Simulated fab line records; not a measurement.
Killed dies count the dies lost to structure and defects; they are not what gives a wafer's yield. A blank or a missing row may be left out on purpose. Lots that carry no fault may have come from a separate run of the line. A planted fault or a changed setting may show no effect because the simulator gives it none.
Which tool is to blame? + flow rit-cmos + 12 lots with 36 wafers sampled at 3 steps, on a route of 202 steps

WHAT THE GAUGES SHOWED, per wafer
RIT_NWELL_TW_MEAS_10. Usual: NWELL_TW gives 2163 (standard deviation 10).
| lot  | measured    | on            | NWELL_TW       | flag |
|------|-------------|---------------|----------------|------|
| L886 | day 1 21:22 | film-metro-04 | 2148 2151 2155 |      |
| L887 | day 2 04:01 | film-metro-02 | 2166 2161 2168 |      |
| L888 | day 2 07:46 | film-metro-03 | 2170 2159 2159 |      |
| L889 | day 2 14:28 | film-metro-02 | 2181 2168 2174 |      |
| L890 | day 2 17:06 | film-metro-02 | 2157 2155 2162 |      |
| L895 | day 3 18:43 | film-metro-03 | 2168 2176 2173 |      |
| L896 | day 3 22:58 | film-metro-03 | 2011 2031 2027 | OFF  |
| L898 | day 4 08:49 | film-metro-02 | 2003 2005 1998 | OFF  |
| L905 | day 5 20:58 | film-metro-03 | 2172 2174 2173 |      |
| L906 | day 6 01:56 | film-metro-03 | 2170 2171 2178 |      |
| L908 | day 6 10:59 | film-metro-04 | 2156 2161 2169 |      |
| L909 | day 6 17:26 | film-metro-02 | 2161 2152 2162 |      |

RIT_WELLDRIVE_RS_MEAS_01: measurement is done with a four-point probe. Usual: NWELL_RS gives 275.5 ohm/sq (standard deviation 0.85).
| lot  | measured    | on            | NWELL_RS (ohm/sq) | flag |
|------|-------------|---------------|-------------------|------|
| L886 | day 2 04:49 | film-metro-02 | 275.2 276.0 275.0 |      |
| L887 | day 2 10:44 | film-metro-03 | 275.3 275.7 276.3 |      |
| L888 | day 2 14:52 | film-metro-02 | 274.5 273.4 274.6 |      |
| L889 | day 2 22:52 | film-metro-03 | 275.5 275.2 274.3 |      |
| L890 | day 2 23:47 | film-metro-04 | 276.7 276.2 276.7 |      |
| L895 | day 4 01:25 | film-metro-02 | 276.0 275.9 275.4 |      |
| L896 | day 4 05:41 | film-metro-02 | 317.7 316.9 316.9 | OFF  |
| L898 | day 4 15:44 | film-metro-04 | 319.5 319.0 318.5 | OFF  |
| L905 | day 6 03:39 | film-metro-04 | 276.6 275.2 275.3 |      |
| L906 | day 6 08:46 | film-metro-03 | 275.4 275.2 274.8 |      |
| L908 | day 6 17:50 | film-metro-03 | 275.1 274.0 274.1 |      |
| L909 | day 7 00:09 | film-metro-02 | 275.8 275.4 274.8 |      |

WHAT TOOL EACH LOT RAN ON (gives the tool, then ch and the chambers of the sampled wafers, and finally the start)
| lot  | RIT_NWELL_IMPLANT_08           |
|------|--------------------------------|
| L886 | implanter-02 ch 0, day 1 21:02 |
| L887 | implanter-01 ch 0, day 2 03:41 |
| L888 | implanter-01 ch 0, day 2 07:28 |
| L889 | implanter-01 ch 0, day 2 14:08 |
| L890 | implanter-02 ch 0, day 2 16:46 |
| L895 | implanter-03 ch 0, day 3 18:23 |
| L896 | implanter-01 ch 0, day 3 22:40 |
| L898 | implanter-01 ch 0, day 4 08:31 |
| L905 | implanter-03 ch 0, day 5 20:38 |
| L906 | implanter-02 ch 0, day 6 01:37 |
| L908 | implanter-03 ch 0, day 6 10:39 |
| L909 | implanter-01 ch 0, day 6 17:08 |
- RIT_NWELL_IMPLANT_08

WHAT THE TOOLS THEMSELVES READ (means of the sampled wafers that have a number; where no wafer has one, the mark that the record gives instead)
RIT_NWELL_IMPLANT_08. Usual: beam-energy-keV 169.99, standard deviation 0.048; beam-on-s 9.99 s, standard deviation 0.22; dose-ions-cm2 4.999e+13, standard deviation 5.3e+10; faraday-current-uA 159, standard deviation 3.4.
| lot  | tool         | beam-energy-keV | beam-on-s (s) | dose-ions-cm2 | faraday-current-uA | flag |
|------|--------------|-----------------|---------------|---------------|--------------------|------|
| L886 | implanter-02 | 169.97          | 10.17         | 5.006e+13     | 156                |      |
| L887 | implanter-01 | 170.02          | 10.12         | 5.006e+13     | 157                |      |
| L888 | implanter-01 | 170.03          | 9.89          | 4.993e+13     | 161                |      |
| L889 | implanter-01 | 170.01          | 10.00         | 5.002e+13     | 159                |      |
| L890 | implanter-02 | 169.96          | 9.86          | 5.000e+13     | 161                |      |
| L895 | implanter-03 | 169.99          | 9.95          | 4.996e+13     | 160                |      |
| L896 | implanter-01 | 170.01          | 7.77          | 5.003e+13     | 204                | OFF  |
| L898 | implanter-01 | 170.02          | 8.11          | 4.997e+13     | 195                | OFF  |
| L905 | implanter-03 | 170.03          | 9.94          | 5.002e+13     | 160                |      |
| L906 | implanter-02 | 169.95          | 9.97          | 4.996e+13     | 159                |      |
| L908 | implanter-03 | 170.01          | 9.97          | 4.993e+13     | 159                |      |
| L909 | implanter-01 | 170.06          | 10.08         | 5.003e+13     | 157                |      |

THE ANSWER, worked out from the rows above alone
Rule: lot off if the mean of its wafers having a number is beyond 3 standard deviations from the usual mean. Also off: a lot with no number at a reading for which 4 or more lots have one. Any other lot the step has rows for is counted as sound. First the gauges in route order, then the tools' own readings, where a lot's mean is used as printed above. The first step at which some lot is off is used, and at that step the reading that is off furthest; a lot without a number counts as furthest.
Off: at RIT_NWELL_TW_MEAS_10 (NWELL_TW), L896, L898.
If a tool, at a process step before that reading, ran all the lots that are off and no sound lot after the first of them, it fits. Not tried: the gauges at RIT_NWELL_TW_MEAS_10; whatever is off there is also off at RIT_NWELL_IMPLANT_08, on other tools, and gauge error can't account for it. Of those tried, none fits.

WHAT THE SIMULATOR HAD PUT IN
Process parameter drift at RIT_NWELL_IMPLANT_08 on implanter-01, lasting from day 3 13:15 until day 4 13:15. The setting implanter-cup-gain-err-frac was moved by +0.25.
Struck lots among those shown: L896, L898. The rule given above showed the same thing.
